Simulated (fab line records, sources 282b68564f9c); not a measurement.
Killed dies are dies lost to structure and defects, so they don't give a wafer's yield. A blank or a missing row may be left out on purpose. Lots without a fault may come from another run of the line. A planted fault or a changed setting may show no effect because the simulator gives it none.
Which tool did it? | flow rit_cmos | 16 lots, 48 wafers sampled, at 5 steps of a route of 202

WHAT THE GAUGES READ, wafer by wafer
RIT_WELLDRIVE_RS_MEAS_01: measures by four-point-probe. Usual: NWELL_RS 275.2 ohm/sq, standard deviation 0.84.
lot  | measured    | on            | NWELL_RS (ohm/sq) | flag
L548 | day 2 05:58 | film_metro-01 | 274.4 274.2 274.3 |
L549 | day 2 11:02 | film_metro-01 | 274.3 274.8 275.0 |
L550 | day 2 15:23 | film_metro-03 | 276.4 276.8 276.7 |
L551 | day 2 19:35 | film_metro-04 | 275.3 274.4 274.4 |
L552 | day 3 00:37 | film_metro-04 | 275.3 275.6 274.9 |
L553 | day 3 06:53 | film_metro-01 | 273.5 274.1 273.8 |
L554 | day 3 12:14 | film_metro-01 | 274.5 274.0 274.7 |
L555 | day 3 17:04 | film_metro-03 | 275.4 275.3 275.3 |
L556 | day 3 21:16 | film_metro-03 | 275.9 276.0 276.0 |
L557 | day 4 03:13 | film_metro-01 | 273.2 274.1 273.7 |
L558 | day 4 10:32 | film_metro-01 | 274.7 273.7 273.8 |
L559 | day 4 15:39 | film_metro-01 | 273.8 273.4 273.4 |
L560 | day 4 19:09 | film_metro-04 | 275.3 276.3 274.8 |
L561 | day 4 22:47 | film_metro-03 | 274.9 274.8 274.9 |
L562 | day 5 05:34 | film_metro-04 | 274.6 275.0 274.8 |
L563 | day 5 08:34 | film_metro-01 | 275.5 275.5 276.2 |

RIT_PRETRO_OVL_MEAS_06. Usual: PRETRO_OVL 1.2 nm, standard deviation 1.2.
lot  | measured    | on         | PRETRO_OVL (nm) | flag
L548 | day 2 08:45 | overlay-01 | 1.0 1.3 1.3     |
L549 | day 2 13:49 | overlay-02 | 1.7 2.2 1.3     |
L550 | day 2 18:04 | overlay-01 | 3.2 1.7 3.6     |
L551 | day 2 22:13 | overlay-01 | -0.2 -1.7 -0.8  |
L552 | day 3 03:40 | overlay-01 | 1.8 0.8 1.7     |
L553 | day 3 09:41 | overlay-01 | 1.9 1.0 0.4     |
L554 | day 3 14:56 | overlay-01 | 2.6 1.1 0.4     |
L555 | day 3 19:55 | overlay-01 | 2.2 1.9 2.2     |
L556 | day 4 00:03 | overlay-02 | 1.7 1.1 2.2     |
L557 | day 4 06:16 | overlay-01 | 0.3 -1.2 -1.5   |
L558 | day 4 13:28 | overlay-02 | 3.8 2.9 4.6     |
L559 | day 4 18:25 | overlay-01 | 0.5 0.8 1.7     |
L560 | day 4 22:13 | overlay-02 | -1.5 -0.1 -0.8  |
L561 | day 5 01:47 | overlay-01 | 0.1 0.8 1.5     |
L562 | day 5 08:27 | overlay-02 | 0.8 -0.1 0.3    |
L563 | day 5 11:22 | overlay-01 | 0.1 -0.1 -0.4   |

RIT_PLDD_OVL_MEAS_06. Usual: PLDD_OVL 0.1 nm, standard deviation 1.3.
lot  | measured    | on         | PLDD_OVL (nm)  | flag
L548 | day 2 23:24 | overlay-02 | 1.3 0.1 0.3    |
L549 | day 3 02:54 | overlay-02 | -0.9 -2.9 -1.4 |
L550 | day 3 06:37 | overlay-01 | 1.0 0.5 -0.3   |
L551 | day 3 10:26 | overlay-01 | 0.7 1.2 1.2    |
L552 | day 3 15:55 | overlay-01 | -1.0 0.4 1.1   |
L553 | day 3 21:56 | overlay-01 | -1.2 -3.2 -1.7 |
L554 | day 4 08:27 | overlay-01 | -0.3 -1.8 -1.1 |
L555 | day 4 11:14 | overlay-02 | -0.6 -1.6 -1.9 |
L556 | day 4 11:32 | overlay-01 | -0.6 1.5 0.3   |
L557 | day 4 20:34 | overlay-02 | -0.9 -2.2 -2.1 |
L558 | day 5 03:00 | overlay-02 | 0.5 1.3 2.1    |
L559 | day 5 07:16 | overlay-02 | 1.0 0.8 0.3    |
L560 | day 5 11:01 | overlay-02 | -1.3 -0.1 0.2  |
L561 | day 5 18:46 | overlay-01 | 0.7 -0.2 0.4   |
L562 | day 6 00:07 | overlay-01 | 1.6 1.8 1.7    |
L563 | day 6 00:22 | overlay-02 | -0.8 -1.2 -0.8 |

RIT_SDANNEAL_RS_MEAS_04: measures by four-point-probe. Usual: PSD_RS 115.89 ohm/sq, standard deviation 0.24.
lot  | measured    | on            | PSD_RS (ohm/sq)      | flag
L548 | day 3 06:51 | film_metro-02 | 115.73 115.85 116.05 |
L549 | day 3 09:45 | film_metro-02 | 116.01 115.94 116.29 |
L550 | day 3 13:14 | film_metro-03 | 116.01 116.01 115.55 |
L551 | day 3 17:01 | film_metro-04 | 115.70 115.65 115.42 |
L552 | day 3 23:22 | film_metro-02 | 115.86 115.59 115.57 |
L553 | day 4 05:33 | film_metro-04 | 116.05 115.98 115.86 |
L554 | day 4 15:07 | film_metro-03 | 116.01 116.05 115.73 |
L555 | day 4 18:55 | film_metro-02 | 116.15 115.90 115.80 |
L556 | day 4 19:14 | film_metro-03 | 115.75 115.62 115.63 |
L557 | day 5 03:22 | film_metro-03 | 115.95 115.71 115.59 |
L558 | day 5 09:28 | film_metro-03 | 116.19 115.96 115.62 |
L559 | day 5 14:50 | film_metro-03 | 115.89 115.89 115.93 |
L560 | day 5 17:34 | film_metro-04 | 50.47 50.40 50.51    | OFF
L561 | day 6 01:38 | film_metro-03 | 50.50 50.44 50.53    | OFF
L562 | day 6 06:33 | film_metro-03 | 50.47 50.53 50.57    | OFF
L563 | day 6 07:04 | film_metro-04 | 50.42 50.41 50.46    | OFF

WHICH TOOL RAN EACH LOT (tool, then ch and the chambers of the sampled wafers, then the start)
lot  | RIT_PSD_IMPLANT_08
L548 | implanter-02 ch 0, day 3 06:02
L549 | implanter-01 ch 0, day 3 08:56
L550 | implanter-02 ch 0, day 3 12:26
L551 | implanter-03 ch 0, day 3 16:13
L552 | implanter-03 ch 0, day 3 22:28
L553 | implanter-02 ch 0, day 4 04:44
L554 | implanter-02 ch 0, day 4 14:14
L555 | implanter-01 ch 0, day 4 18:05
L556 | implanter-03 ch 0, day 4 18:22
L557 | implanter-03 ch 0, day 5 02:32
L558 | implanter-02 ch 0, day 5 08:39
L559 | implanter-03 ch 0, day 5 14:01
L560 | implanter-01 ch 0, day 5 16:46
L561 | implanter-02 ch 0, day 6 00:47
L562 | implanter-02 ch 0, day 6 05:44
L563 | implanter-01 ch 0, day 6 06:14
- RIT_PSD_IMPLANT_08

WHAT THE TOOLS THEMSELVES READ (means of the sampled wafers that have a number; where no wafer has one, the mark that the record gives instead)
RIT_PSD_IMPLANT_08. Usual: end_station_pressure_torr 1.44e-05 Torr, standard deviation 7.4e-07.
lot  | tool         | end_station_pressure_torr (Torr) | flag
L548 | implanter-02 | 1.44e-05                         |
L549 | implanter-01 | 1.39e-05                         |
L550 | implanter-02 | 1.49e-05                         |
L551 | implanter-03 | 1.46e-05                         |
L552 | implanter-03 | 1.47e-05                         |
L553 | implanter-02 | 1.44e-05                         |
L554 | implanter-02 | 1.53e-05                         |
L555 | implanter-01 | 1.41e-05                         |
L556 | implanter-03 | 1.43e-05                         |
L557 | implanter-03 | 1.45e-05                         |
L558 | implanter-02 | 1.51e-05                         |
L559 | implanter-03 | 1.52e-05                         |
L560 | implanter-01 | 1.38e-05                         |
L561 | implanter-02 | 1.42e-05                         |
L562 | implanter-02 | 1.54e-05                         |
L563 | implanter-01 | 1.43e-05                         |

THE ANSWER, worked out from the rows above alone
Rule: a lot is off if the mean of its wafers that have a number lies more than 3 standard deviations from the usual mean. A lot without any number at a reading at which 4 lots or more have one is off too. The other lots that the step has rows for count as sound. The gauges are gone through in route order, then the tools' own readings, and for those a lot's mean is taken as printed above. The first step at which some lot is off is used, and at that step the reading that is off furthest; a lot without a number counts as furthest.
Off: L560, L561, L562, L563, at RIT_SDANNEAL_RS_MEAS_04 (PSD_RS).
A tool fits if, at a process step before that reading, it ran every lot that is off, and no sound lot after the first of them. The gauges at RIT_SDANNEAL_RS_MEAS_04 are tried like those tools. None of those tried fits.

WHAT THE SIMULATOR HAD PUT IN
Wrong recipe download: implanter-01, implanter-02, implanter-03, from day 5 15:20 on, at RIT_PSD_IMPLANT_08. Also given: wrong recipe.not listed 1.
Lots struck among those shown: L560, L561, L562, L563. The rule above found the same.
